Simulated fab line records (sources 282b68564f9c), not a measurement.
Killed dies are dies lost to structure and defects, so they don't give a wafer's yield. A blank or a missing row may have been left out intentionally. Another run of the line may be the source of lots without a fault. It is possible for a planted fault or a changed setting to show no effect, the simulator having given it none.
fab line records	flow rit-cmos
[record] lots = 5	wafers = 23
route steps=202 shown REOX@101 PLDD@122 SPACER@128 PSD@150 SILICIDE@162 CONTACT@175 M1@188
start-h: hours from the record's opening day to when the first of the lot's shown wafers began	wait-h: hours from the lot's prior step to this one	" unchanged from the row above	L1.1+2: a row that stands for several wafers	- either no value or no given start	* or withheld: withheld	< > ~ a bound
route shown NAME@n: names a module that has steps shown in the file, with the first one's number in the route	usual: mean/standard deviation of fault-free wafers	same: alike in all rows	chamber/n: place in a boat	sites: per-site readings	_std_site: standard deviation across them	_edge_site: outer sites' mean less inner sites'	radius-mm: how far each site lies from the wafer's centre	mask NAME#n: copy n	behind: the last tool/chamber to shape the wafer	hold: why the lot was held/for how many hours/how that ended	device: names the non-switching transistor (n, p or np)	end of line: tests of these same wafers at the route's end	a step without rows: its recipe alone	killed: at the first sort, the dies lost to defects and structure; wafer yield is something else	map: dies across one wafer; x = killed, . = not, _ = none there
set.NAME: the run value of the setting; set.NAME@STEP: its run value at that earlier step	model.NAME: the simulator's own value behind a step, which no gauge read
lots whose settings were changed on purpose; a table a step, a row a wafer
[[steps]]
[step RIT_REOX_OXIDATION_03]
[recipe] temp-c = 900	ambient = O2	target-thk-a = 252	ox-time-s = 5580
lot.wafer	tool	chamber	start-h	wait-h	set.temp-c	model.SiO2_of_REOX_OXIDATION_03.thk-nm
L074.1	-	-	-	0.0	892.7	22.81
L074.2	"	-	"	"	892.7	22.69
L074.4	"	-	"	"	892.7	23.32
L074.5	"	-	"	"	892.7	22.86
L074.6	"	-	"	"	892.7	22.71
L076.1	furnace-01	0	48.14	0.0	900	25.87
L076.2	"	0	"	"	900	25.53
L076.5	"	0	"	"	900	25.61
L078.1	-	-	-	0.4	892.7	23.41
L078.2	"	-	"	"	892.7	23.27
L078.4	"	-	"	"	892.7	23.53
L078.5	"	-	"	"	892.7	23.31
L078.6	"	-	"	"	892.7	23.19
L083.1	-	-	-	0.6	889.5	23.22
L083.2	"	-	"	"	889.5	23.36
L083.3	"	-	"	"	889.5	22.76
L083.4	"	-	"	"	889.5	23.12
L083.6	"	-	"	"	889.5	23.33
L084.1	-	-	-	0.3	886.7	21.14
L084.2	"	-	"	"	886.7	21
L084.3	"	-	"	"	886.7	20.85
L084.4	"	-	"	"	886.7	21.27
L084.5	"	-	"	"	886.7	21.23
[step RIT_PLDD_IMPLANT_08]
[recipe] species = BF2	energy-kev = 20	dose-cm2 = 9e+14	tilt-deg = 7
lot.wafer	tool	chamber	start-h	wait-h	set.dose-cm2
L074.1+2+4+5+6	implanter-02	0	49.87	0.1	9e+14
L076.1+2+5	implanter-01	0	53.24	0.1	9e+14
L078.1+2	implanter-04	0	68.31	0.1	9.536e+14
L078.4+5+6	"	0	"	"	9e+14
L083.1+2+3+4+6	implanter-04	0	92.81	0.1	9e+14
L084.1+3+4	implanter-02	0	95.32	0.1	8.538e+14
L084.2+5	"	0	"	"	9e+14
[step RIT_SPACER_CVD_03]
[recipe] material = Si3N4	target-thk-nm = 250	temp-c = 810	precursor = SiH2Cl2/NH3	time-s = 3300	pressure-mtorr = 300	sih2cl2-flow-sccm = 60	nh3-flow-sccm = 150
lot.wafer	tool	chamber	start-h	wait-h	set.time-s	model.Si3N4_of_SPACER_CVD_03.thk-nm
L074.1+5	-	-	-	0.0	3624	275
L074.2	"	-	"	"	3624	275.3
L074.4	"	-	"	"	3624	276.3
L074.6	"	-	"	"	3624	276.4
L076.1	lpcvd-01	1	54.18	0.2	3300	248.1
L076.2	"	1	"	"	3300	248.8
L076.5	"	1	"	"	3300	249.6
L078.1	-	-	-	0.0	3300	251.6
L078.2	"	-	"	"	3300	249.5
L078.4	"	-	"	"	3300	252
L078.5	"	-	"	"	3300	250
L078.6	"	-	"	"	3300	250.6
L083.1	-	-	-	0.5	3583	269.6
L083.2	"	-	"	"	3583	268.9
L083.3	"	-	"	"	3583	268.7
L083.4	"	-	"	"	3583	267.5
L083.6	"	-	"	"	3583	269.4
L084.1	-	-	-	0.0	2997	227.3
L084.2	"	-	"	"	2997	225.2
L084.3	"	-	"	"	2997	224.8
L084.4	"	-	"	"	2997	225.3
L084.5	"	-	"	"	2997	225.6
[step RIT_SPACER_THK_MEAS_04]
[recipe] reads = Si3N4_of_SPACER_CVD_03
[usual] SPACER_NITRIDE_THK = 249.6/1.8
lot.wafer	tool	chamber	start-h	wait-h	set.time-s@SPACER_CVD_03	SPACER_NITRIDE_THK[nm]
L074.1	film-metro-01	-	-	-	3624	275.0
L074.2	"	-	"	"	3624	275.5
L074.4	"	-	"	"	3624	276.5
L074.5	"	-	"	"	3624	275.1
L074.6	"	-	"	"	3624	276.4
L076.1	film-metro-02	-	56.10	0.0	3300	248.1
L076.2	"	-	"	"	3300	248.7
L076.5	"	-	"	"	3300	249.7
L078.1	film-metro-01	-	-	-	3300	251.6
L078.2	"	-	"	"	3300	249.6
L078.4	"	-	"	"	3300	252.0
L078.5	"	-	"	"	3300	249.9
L078.6	"	-	"	"	3300	250.8
L083.1	film-metro-02	-	-	-	3583	269.6
L083.2	"	-	"	"	3583	268.8
L083.3	"	-	"	"	3583	268.8
L083.4	"	-	"	"	3583	267.5
L083.6	"	-	"	"	3583	269.5
L084.1	film-metro-02	-	-	-	2997	227.4
L084.2	"	-	"	"	2997	225.2
L084.3	"	-	"	"	2997	224.8
L084.4	"	-	"	"	2997	225.3
L084.5	"	-	"	"	2997	225.6
[step RIT_SPACER_ETCHBACK_05]
[recipe] target-depth-a = 2500	SF6_flow_sccm = 30	CHF3_flow_sccm = 30	target = Si3N4	chemistry = SF6/CHF3	pressure-mtorr = 40	rf-w = 250	time-s = 240	stop-on = SiO2
[usual] oes-product-au = 0.844/0.015
lot.wafer	tool	chamber	start-h	wait-h	set.sih4-flow-sccm@GATE_CVD_08	set.time-s@SPACER_CVD_03	oes-product-au	model.etch.depth-nm	model.Si3N4_of_SPACER_CVD_03.thk-nm	model.poly-Si_of_GATE_CVD_08.thk-nm
L074.1	rie-diel-02	1	52.63	0.1	95.37	3624	0.885	275	214.7	154.3
L074.2	"	2	"	"	95.37	3624	0.916	275.3	215.2	155.6
L074.4	"	0	"	"	95.37	3624	0.906	276.3	216.9	155.8
L074.5	"	0	"	"	95.37	3624	0.904	275	215.8	154.1
L074.6	"	3	"	"	95.37	3624	0.925	276.4	216.2	155.6
L076.1	rie-diel-01	2	56.16	0.1	100	3300	0.830	248.1	194.2	167.7
L076.2	"	3	"	"	100	3300	0.843	248.8	195.8	169.3
L076.5	"	1	"	"	100	3300	0.827	249.6	196.4	170.1
L078.1	rie-diel-02	2	71.09	0.1	107.1	3300	0.865	251.6	196.5	185.5
L078.2	"	1	"	"	107.1	3300	0.826	249.5	194.5	183.5
L078.4	"	3	"	"	107.1	3300	0.857	252	197	185.9
L078.5	"	0	"	"	107.1	3300	0.848	250	196.2	184
L078.6	"	1	"	"	107.1	3300	0.831	250.6	195.7	184
L083.1	rie-diel-02	3	96.08	0.1	100	3583	0.910	269.6	210.6	172.8
L083.2	"	2	"	"	100	3583	0.900	268.9	209.6	171.5
L083.3	"	0	"	"	100	3583	0.886	268.7	210.2	170.6
L083.4	"	1	"	"	100	3583	0.882	267.5	209.5	170.7
L083.6	"	2	"	"	100	3583	0.909	269.4	210.5	171.4
L084.1	rie-diel-01	2	99.01	0.1	100	2997	0.786	227.3	178.2	171.9
L084.2	"	1	"	"	100	2997	0.772	225.2	177	173.8
L084.3	"	3	"	"	100	2997	0.784	224.8	176.6	172.5
L084.4	"	0	"	"	100	2997	0.791	225.3	176.2	172
L084.5	"	0	"	"	100	2997	0.795	225.6	176.4	172.1
[step RIT_PSD_IMPLANT_08]
[recipe] species = BF2	energy-kev = 27	dose-cm2 = 5e+15	tilt-deg = 7
lot.wafer	tool	chamber	start-h	wait-h	set.tilt-deg
L074.1+2+6	implanter-01	0	55.76	0.2	7.264
L074.4+5	"	0	"	"	7
L076.1+2+5	implanter-01	0	58.89	0.1	7
L078.1+2+4+5+6	implanter-01	0	73.69	0.1	7
L083.1+2+6	implanter-01	0	98.82	0.1	6.079
L083.3+4	"	0	"	"	7
L084.1+2+4	implanter-03	0	102.21	0.1	7.585
L084.3+5	"	0	"	"	7
[step RIT_PSD_STRIP_09]
[recipe] chemistry = O2	time-s = 180	resist = NOVOLAK	platen-temp-c = withheld	power-w = 500	pressure-mtorr = 4000	o2-flow-sccm = 4000
[step RIT_SDANNEAL_RS_MEAS_06]
[recipe] thk-meas-gauge = four-point-probe
[usual] PLDD_RS = 178.5/0.52
lot.wafer	tool	chamber	start-h	wait-h	set.dose-cm2@PLDD_IMPLANT_08	PLDD_RS[ohm/sq]
L074.1	film-metro-02	-	56.84	0.1	9e+14	178.9
L074.2	"	-	"	"	9e+14	179.3
L074.4	"	-	"	"	9e+14	179.2
L074.5	"	-	"	"	9e+14	179.1
L074.6	"	-	"	"	9e+14	179.4
L076.1	film-metro-04	-	60.01	0.1	9e+14	178.4
L076.2	"	-	"	"	9e+14	178.8
L076.5	"	-	"	"	9e+14	179.0
L078.1	film-metro-04	-	74.76	0.1	9.536e+14	173.8
L078.2	"	-	"	"	9.536e+14	173.9
L078.4	"	-	"	"	9e+14	178.8
L078.5	"	-	"	"	9e+14	178.4
L078.6	"	-	"	"	9e+14	179.1
L083.1	film-metro-04	-	99.87	0.1	9e+14	178.1
L083.2	"	-	"	"	9e+14	178.4
L083.3	"	-	"	"	9e+14	178.3
L083.4	"	-	"	"	9e+14	178.6
L083.6	"	-	"	"	9e+14	178.6
L084.1	film-metro-02	-	103.26	0.1	8.538e+14	184.0
L084.2	"	-	"	"	9e+14	178.6
L084.3	"	-	"	"	8.538e+14	183.8
L084.4	"	-	"	"	8.538e+14	183.9
L084.5	"	-	"	"	9e+14	178.9
[step RIT_SILICIDE_SPUTTER_01]
[recipe] material = Ti	target-thk-nm = 30	power-w = 350	chamber-pressure-pa = 0.667	gas = Ar	time-s = 240	substrate-temp-c = 25
lot.wafer	tool	chamber	start-h	wait-h	set.time-s	model.Ti_of_SILICIDE_SPUTTER_01.thk-nm
L074.1	pvd-sputter-04	-	57.09	0.0	240	29.94
L074.2	"	-	"	"	229.1	28.55
L074.4	"	-	"	"	240	29.9
L074.5	"	-	"	"	229.1	28.4
L074.6	"	-	"	"	229.1	28.48
L076.1	pvd-sputter-03	-	60.26	0.0	240	30.09
L076.2	"	-	"	"	240	29.98
L076.5	"	-	"	"	240	30.16
L078.1	pvd-sputter-01	-	75.01	0.0	240	30.66
L078.2	"	-	"	"	240	30.53
L078.4	"	-	"	"	240	29.96
L078.5	"	-	"	"	240	30.48
L078.6	"	-	"	"	240	30.61
L083.1	pvd-sputter-04	-	100.12	0.0	258.5	31.92
L083.2	"	-	"	"	258.5	31.74
L083.3	"	-	"	"	258.5	31.88
L083.4	"	-	"	"	240	29.23
L083.6	"	-	"	"	240	29.47
L084.1	pvd-sputter-04	-	103.51	0.0	225.3	27.7
L084.2+5	"	-	"	"	225.3	27.73
L084.3	"	-	"	"	240	29.79
L084.4	"	-	"	"	240	29.44
[step RIT_SILICIDE_RS_MEAS_02]
[recipe] thk-meas-gauge = four-point-probe	reads = Ti_of_SILICIDE_SPUTTER_01
[usual] SILICIDE_TI_RS = 47.9/0.75
lot.wafer	tool	chamber	start-h	wait-h	set.time-s@SILICIDE_SPUTTER_01	SILICIDE_TI_RS[ohm/sq]
L074.1	film-metro-03	-	57.24	0.1	240	48.1
L074.2	"	-	"	"	229.1	51.0
L074.4	"	-	"	"	240	48.2
L074.5	"	-	"	"	229.1	51.3
L074.6	"	-	"	"	229.1	51.2
L076.1	film-metro-01	-	60.41	0.1	240	47.8
L076.2	"	-	"	"	240	48.0
L076.5	"	-	"	"	240	47.6
L078.1	film-metro-03	-	75.16	0.1	240	46.7
L078.2	"	-	"	"	240	46.8
L078.4	"	-	"	"	240	48.0
L078.5	"	-	"	"	240	47.0
L078.6	"	-	"	"	240	46.6
L083.1	film-metro-01	-	100.27	0.1	258.5	44.4
L083.2	"	-	"	"	258.5	44.6
L083.3	"	-	"	"	258.5	44.4
L083.4	"	-	"	"	240	49.5
L083.6	"	-	"	"	240	49.0
L084.1	film-metro-03	-	103.66	0.1	225.3	53.0
L084.2	"	-	"	"	225.3	52.9
L084.3	"	-	"	"	240	48.4
L084.4	"	-	"	"	240	49.0
L084.5	"	-	"	"	225.3	52.8
[step RIT_SILICIDE_THK_MEAS_03]
[recipe] thk-meas-gauge = xrf	reads = Ti_of_SILICIDE_SPUTTER_01
[usual] SILICIDE_TI_THK = 29.5/0.45
lot.wafer	tool	chamber	start-h	wait-h	set.time-s@SILICIDE_SPUTTER_01	SILICIDE_TI_THK[nm]
L074.1	film-metro-03	-	57.36	0.1	240	29.2
L074.2	"	-	"	"	229.1	28.0
L074.4	"	-	"	"	240	29.3
L074.5	"	-	"	"	229.1	27.8
L074.6	"	-	"	"	229.1	27.9
L076.1	film-metro-01	-	60.53	0.1	240	29.7
L076.2	"	-	"	"	240	29.7
L076.5	"	-	"	"	240	29.8
L078.1	film-metro-03	-	75.28	0.1	240	30.1
L078.2	"	-	"	"	240	30.0
L078.4	"	-	"	"	240	29.5
L078.5	"	-	"	"	240	29.9
L078.6	"	-	"	"	240	30.0
L083.1	film-metro-01	-	100.39	0.1	258.5	31.1
L083.2	"	-	"	"	258.5	31.1
L083.3	"	-	"	"	258.5	31.2
L083.4	"	-	"	"	240	28.6
L083.6	"	-	"	"	240	28.7
L084.1	film-metro-03	-	103.78	0.1	225.3	27.2
L084.2	"	-	"	"	225.3	27.1
L084.3	"	-	"	"	240	29.2
L084.4	"	-	"	"	240	28.9
L084.5	"	-	"	"	225.3	27.2
[step RIT_CONTACT_DEVELOP_07]
[recipe] resist = NOVOLAK	develop-time-s = 120	dev-temp-c = 23
lot.wafer	tool	chamber	start-h	wait-h	set.develop-time-s
L074.1+4+6	litho-track-03	0	-	-	125
L074.2+5	"	0	"	"	120
L076.1+2+5	litho-track-04	0	-	-	120
L078.1+4	litho-track-02	0	-	-	120
L078.2+5+6	"	0	"	"	112
L083.1+2	litho-track-02	0	-	-	103.1
L083.3+4+6	"	0	"	"	120
L084.1+4+5	litho-track-02	0	-	-	120
L084.2+3	"	0	"	"	130.9
[step RIT_CONTACT_CD_MEAS_08]
[recipe] target-cd-nm = 1000
[usual] cd-nm = 999.9/2.1
lot.wafer	tool	chamber	start-h	wait-h	set.develop-time-s@CONTACT_DEVELOP_07	cd-nm
L074.1	cd-sem-02	-	58.82	-	125	1005.1
L074.2	"	-	"	"	120	1001.2
L074.4	"	-	"	"	125	1005.6
L074.5	"	-	"	"	120	1002.2
L074.6	"	-	"	"	125	1003.9
L076.1	cd-sem-02	-	62.08	-	120	1001.1
L076.2	"	-	"	"	120	1000.9
L076.5	"	-	"	"	120	1003.2
L078.1	cd-sem-02	-	76.72	-	120	997.7
L078.2	"	-	"	"	112	988.8
L078.4	"	-	"	"	120	996.3
L078.5	"	-	"	"	112	990.5
L078.6	"	-	"	"	112	992.3
L083.1	cd-sem-01	-	101.97	-	103.1	985.1
L083.2	"	-	"	"	103.1	983.2
L083.3	"	-	"	"	120	997.9
L083.4	"	-	"	"	120	996.0
L083.6	"	-	"	"	120	996.8
L084.1	cd-sem-02	-	105.24	-	120	1001.4
L084.2	"	-	"	"	130.9	1008.5
L084.3	"	-	"	"	130.9	1009.2
L084.4	"	-	"	"	120	1001.7
L084.5	"	-	"	"	120	1001.6
[step RIT_CONTACT_HARDBAKE_10]
[recipe] resist = NOVOLAK	temp-c = 140	time-s = 60
[step RIT_CONTACT_ETCH_11]
[recipe] target-depth-a = 4800	over-etch-frac = 0.2	stop-on = TiSi2	chemistry = CHF3/CF4/Ar	target = SiO2	CHF3_flow_sccm = 50	cf4-flow-sccm = 10	Ar_flow_sccm = 100	O2_flow_sccm = 5	pressure-mtorr = 100	rf-w = 200	time-s = 320
lot.wafer	tool	chamber	start-h	wait-h	set.develop-time-s@CONTACT_DEVELOP_07	model.CONTACT.cd-nm
L074.1	rie-diel-02	2	59.36	0.1	125	1005
L074.2	"	3	"	"	120	1001
L074.4	"	0	"	"	125	1006
L074.5	"	1	"	"	120	1002
L074.6	"	2	"	"	125	1004
L076.1	rie-diel-03	2	62.39	0.1	120	1000
L076.2	"	1	"	"	120	1001
L076.5	"	3	"	"	120	1003
L078.1	rie-diel-03	0	77.03	0.1	120	997.9
L078.2	"	1	"	"	112	988.9
L078.4	"	3	"	"	120	995.9
L078.5	"	3	"	"	112	990.9
L078.6	"	0	"	"	112	992.4
L083.1	rie-diel-02	2	102.36	0.1	103.1	985.1
L083.2	"	0	"	"	103.1	983.6
L083.3	"	3	"	"	120	997.2
L083.4	"	1	"	"	120	996.2
L083.6	"	2	"	"	120	997
L084.1	rie-diel-01	1	105.55	0.1	120	1001
L084.2	"	0	"	"	130.9	1008
L084.3	"	3	"	"	130.9	1009
L084.4+5	"	2,1	"	"	120	1002
[step RIT_CONTACT_STRIP_12]
[recipe] chemistry = O2	time-s = 180	resist = NOVOLAK	platen-temp-c = withheld	power-w = 500	pressure-mtorr = 4000	o2-flow-sccm = 4000
lot.wafer	tool	chamber	start-h	wait-h	set.time-s
L074.1+2+4+5+6	plasma-asher-03	0,1,1,0,1	59.56	0.1	180
L076.1+2+5	plasma-asher-04	0,1,0	62.58	0.1	180
L078.1+4+6	plasma-asher-04	0	77.23	0.1	180
L078.2+5	"	1	"	"	161.1
L083.1+3+4	plasma-asher-04	1,1,0	102.55	0.1	198.7
L083.2+6	"	0	"	"	180
L084.1+4	plasma-asher-01	0	105.74	0.1	180
L084.2+3+5	"	1,1,0	"	"	165.8
[step RIT_CONTACT_CD_MEAS_90]
[recipe] target-cd-nm = 1000
[usual] cd-nm = 999.9/2.1
lot.wafer	tool	chamber	start-h	wait-h	set.develop-time-s@CONTACT_DEVELOP_07	cd-nm
L074.1	cd-sem-02	-	59.73	0.1	125	1005.3
L074.2	"	-	"	"	120	1001.0
L074.4	"	-	"	"	125	1005.6
L074.5	"	-	"	"	120	1002.0
L074.6	"	-	"	"	125	1004.0
L076.1	cd-sem-01	-	62.76	0.1	120	1000.8
L076.2	"	-	"	"	120	1000.7
L076.5	"	-	"	"	120	1002.4
L078.1	cd-sem-01	-	77.40	0.1	120	997.7
L078.2	"	-	"	"	112	988.9
L078.4	"	-	"	"	120	996.3
L078.5	"	-	"	"	112	990.7
L078.6	"	-	"	"	112	992.4
L083.1	cd-sem-01	-	102.73	0.1	103.1	985.1
L083.2	"	-	"	"	103.1	983.6
L083.3	"	-	"	"	120	996.9
L083.4	"	-	"	"	120	996.3
L083.6	"	-	"	"	120	996.9
L084.1	cd-sem-01	-	105.92	0.1	120	1001.2
L084.2	"	-	"	"	130.9	1008.4
L084.3	"	-	"	"	130.9	1009.3
L084.4	"	-	"	"	120	1001.6
L084.5	"	-	"	"	120	1001.9
[step RIT_M1_COAT_04]
[recipe] resist = NOVOLAK	spin-rpm = 2000	resist-thk-nm = 1300
lot.wafer	tool	chamber	start-h	wait-h	set.resist-thk-nm	model.NOVOLAK_of_M1_COAT_04.thk-nm
L074.1	litho-track-03	0	60.86	0.1	1300	1300
L074.2+5	"	0	"	"	1300	1304
L074.4	"	0	"	"	1359	1361
L074.6	"	0	"	"	1359	1362
L076.1+2	litho-track-01	0	63.87	0.1	1300	1298
L076.5	"	0	"	"	1300	1301
L078.1+6	litho-track-04	0	78.51	0.1	1255	1254
L078.2	"	0	"	"	1300	1299
L078.4	"	0	"	"	1300	1302
L078.5	"	0	"	"	1300	1296
L083.1	litho-track-04	0	103.82	0.1	1300	1307
L083.2	"	0	"	"	1300	1306
L083.3	"	0	"	"	1300	1308
L083.4+6	"	0	"	"	1300	1310
L084.1	litho-track-03	0	107.01	0.1	1300	1302
L084.2	"	0	"	"	1300	1303
L084.3	"	0	"	"	1324	1325
L084.4	"	0	"	"	1324	1324
L084.5	"	0	"	"	1324	1327
[[key]]
[split] step = RIT_REOX_OXIDATION_03	setting = temp-c	stated = 900	by = lot
[response] step = RIT_REOX_OXIDATION_03	reading = model.SiO2_of_REOX_OXIDATION_03.thk-nm	change = +2.79	per = 1%	r = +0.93
[split] step = RIT_PLDD_IMPLANT_08	setting = dose-cm2	stated = 9e+14	by = wafer
[response] step = RIT_SDANNEAL_RS_MEAS_06	reading = PLDD_RS	change = -0.902	per = 1%	r = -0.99
[split] step = RIT_SPACER_CVD_03	setting = time-s	stated = 3300	by = lot
[response] step = RIT_SPACER_CVD_03	reading = model.Si3N4_of_SPACER_CVD_03.thk-nm	change = +2.53	per = 1%	r = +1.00
[response] step = RIT_SPACER_THK_MEAS_04	reading = SPACER_NITRIDE_THK	change = +2.53	per = 1%	r = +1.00
[response] step = RIT_SPACER_ETCHBACK_05	reading = oes-product-au	change = +0.00639	per = 1%	r = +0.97
[response] step = RIT_SPACER_ETCHBACK_05	reading = model.etch.depth-nm	change = +2.53	per = 1%	r = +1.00
[response] step = RIT_SPACER_ETCHBACK_05	reading = model.Si3N4_of_SPACER_CVD_03.thk-nm	change = +1.96	per = 1%	r = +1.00
[split] step = RIT_PSD_IMPLANT_08	setting = tilt-deg	stated = 7	by = wafer
response none clear
[split] step = RIT_SILICIDE_SPUTTER_01	setting = time-s	stated = 240	by = wafer
[response] step = RIT_SILICIDE_SPUTTER_01	reading = model.Ti_of_SILICIDE_SPUTTER_01.thk-nm	change = +0.318	per = 1%	r = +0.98
[response] step = RIT_SILICIDE_RS_MEAS_02	reading = SILICIDE_TI_RS	change = -0.647	per = 1%	r = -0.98
[response] step = RIT_SILICIDE_THK_MEAS_03	reading = SILICIDE_TI_THK	change = +0.313	per = 1%	r = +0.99
[split] step = RIT_CONTACT_DEVELOP_07	setting = develop-time-s	stated = 120	by = wafer
[response] step = RIT_CONTACT_CD_MEAS_08	reading = cd-nm	change = +0.88	per = 1%	r = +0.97
[response] step = RIT_CONTACT_ETCH_11	reading = model.CONTACT.cd-nm	change = +0.866	per = 1%	r = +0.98
[response] step = RIT_CONTACT_CD_MEAS_90	reading = cd-nm	change = +0.865	per = 1%	r = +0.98
[split] step = RIT_CONTACT_STRIP_12	setting = time-s	stated = 180	by = wafer
response none clear
[split] step = RIT_M1_COAT_04	setting = resist-thk-nm	stated = 1300	by = wafer
[response] step = RIT_M1_COAT_04	reading = model.NOVOLAK_of_M1_COAT_04.thk-nm	change = +12.9	per = 1%	r = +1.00
split outside-this-file step=RIT_GATE_CVD_08 setting=sih4-flow-sccm
// split outside-this-file: this setting was split too, and the file shows its column; the key of that split is in another file
